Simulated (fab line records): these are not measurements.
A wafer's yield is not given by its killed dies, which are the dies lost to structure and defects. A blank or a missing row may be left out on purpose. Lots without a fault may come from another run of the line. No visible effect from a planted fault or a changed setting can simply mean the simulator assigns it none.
Split-lot experiment + flow rit_cmos + on a route of 202 steps: 5 lots, 23 wafers read

ON THE SPLIT
At RIT_PRETRO_IMPLANT_08, the setting dose_cm2 was moved away from the recipe's 1.2e+13 on 10 of the 23 wafers read, by -7.4% to -5.2%. All remaining wafers had this setting at the recipe value.

FROM THE SPLIT ON TO THE READING: in between, the file shows 1 step
- RIT_PRETRO_STRIP_09: strips in O2, time 180 s

THE READING
PRETRO_TW, at RIT_PRETRO_TW_MEAS_10. Fault-free wafers of this fab line usually give 476, standard deviation 4.3.

| wafer  | tool, chamber at the split | dose_cm2 as run | against the recipe | PRETRO_TW | against lot-mates on the recipe |
|--------|----------------------------|-----------------|--------------------|-----------|---------------------------------|
| L074.1 | implanter-02, 0            | 1.2e+13         | recipe             | 471       | -                               |
| L074.2 | implanter-02, 0            | 1.127e+13       | -6.1%              | 467       | -6                              |
| L074.3 | implanter-02, 0            | 1.127e+13       | -6.1%              | 467       | -6                              |
| L074.5 | implanter-02, 0            | 1.127e+13       | -6.1%              | 465       | -8                              |
| L074.6 | implanter-02, 0            | 1.2e+13         | recipe             | 474       | -                               |
| L076.1 | implanter-02, 0            | 1.2e+13         | recipe             | 474       | -                               |
| L076.3 | implanter-02, 0            | 1.2e+13         | recipe             | 477       | -                               |
| L076.6 | implanter-02, 0            | 1.2e+13         | recipe             | 471       | -                               |
| L077.1 | implanter-02, 0            | 1.2e+13         | recipe             | 474       | -                               |
| L077.2 | implanter-02, 0            | 1.2e+13         | recipe             | 476       | -                               |
| L077.4 | implanter-02, 0            | 1.129e+13       | -5.9%              | 464       | -11                             |
| L077.5 | implanter-02, 0            | 1.129e+13       | -5.9%              | 464       | -11                             |
| L077.6 | implanter-02, 0            | 1.129e+13       | -5.9%              | 465       | -10                             |
| L079.1 | implanter-03, 0            | 1.138e+13       | -5.2%              | 465       | -8                              |
| L079.2 | implanter-03, 0            | 1.2e+13         | recipe             | 473       | -                               |
| L079.4 | implanter-03, 0            | 1.2e+13         | recipe             | 474       | -                               |
| L079.5 | implanter-03, 0            | 1.138e+13       | -5.2%              | 465       | -8                              |
| L079.6 | implanter-03, 0            | 1.2e+13         | recipe             | 473       | -                               |
| L081.2 | implanter-03, 0            | 1.2e+13         | recipe             | 472       | -                               |
| L081.3 | implanter-03, 0            | 1.2e+13         | recipe             | 474       | -                               |
| L081.4 | implanter-03, 0            | 1.111e+13       | -7.4%              | 462       | -11                             |
| L081.5 | implanter-03, 0            | 1.111e+13       | -7.4%              | 462       | -11                             |
| L081.6 | implanter-03, 0            | 1.2e+13         | recipe             | 473       | -                               |

FIT RESULTS
A straight line over all 23 wafers: PRETRO_TW changes by +1.46 for each +1% of dose_cm2; r = +0.95; the points scatter about the line by 1.6.
The same after taking each lot's own level away (the mean of its wafers on the recipe; 23 wafers): +1.45 for each +1%; r = +0.93; scatter 1.8.
Per that fit: largest dose_cm2 move, reading shift of 11.
From 472.5 to 475.0: that is the span of the lots' own levels, equal to 0.6 times the standard deviation above.
Hence the lot-to-lot level has little effect on the slope; both slopes agree.
Check: with one of the wafers moved furthest among these (-7.4%) left out of the fit, the line predicts -10.7 for it against its lot-mates. Against them it came out at -11.

ADDITIONAL SPLITS CARRIED BY THESE WAFERS
Other splits were also applied to these wafers ahead of the reading. Each is held against what the fit with the lots' levels taken away leaves over:
| other split on the same wafers       | wafers away from the commonest value | r with PRETRO_TW (lot level and that fit taken away) |
|--------------------------------------|--------------------------------------|------------------------------------------------------|
| RIT_ACTIVE_COAT_06 resist_thk_nm     | 8                                    | -0.08                                                |
| RIT_ACTIVE_DEVELOP_10 develop_time_s | 11                                   | +0.13                                                |
| RIT_ACTIVE_ETCH_13 rf_w              | 11                                   | -0.03                                                |
| RIT_NWELL_IMPLANT_08 dose_cm2        | 8                                    | +0.00                                                |
| RIT_NRETRO_IMPLANT_08 energy_kev     | 7                                    | +0.15                                                |

THE FILE'S OWN FIT
PRETRO_TW changes by +1.44 for each +1% of dose_cm2, r = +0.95.
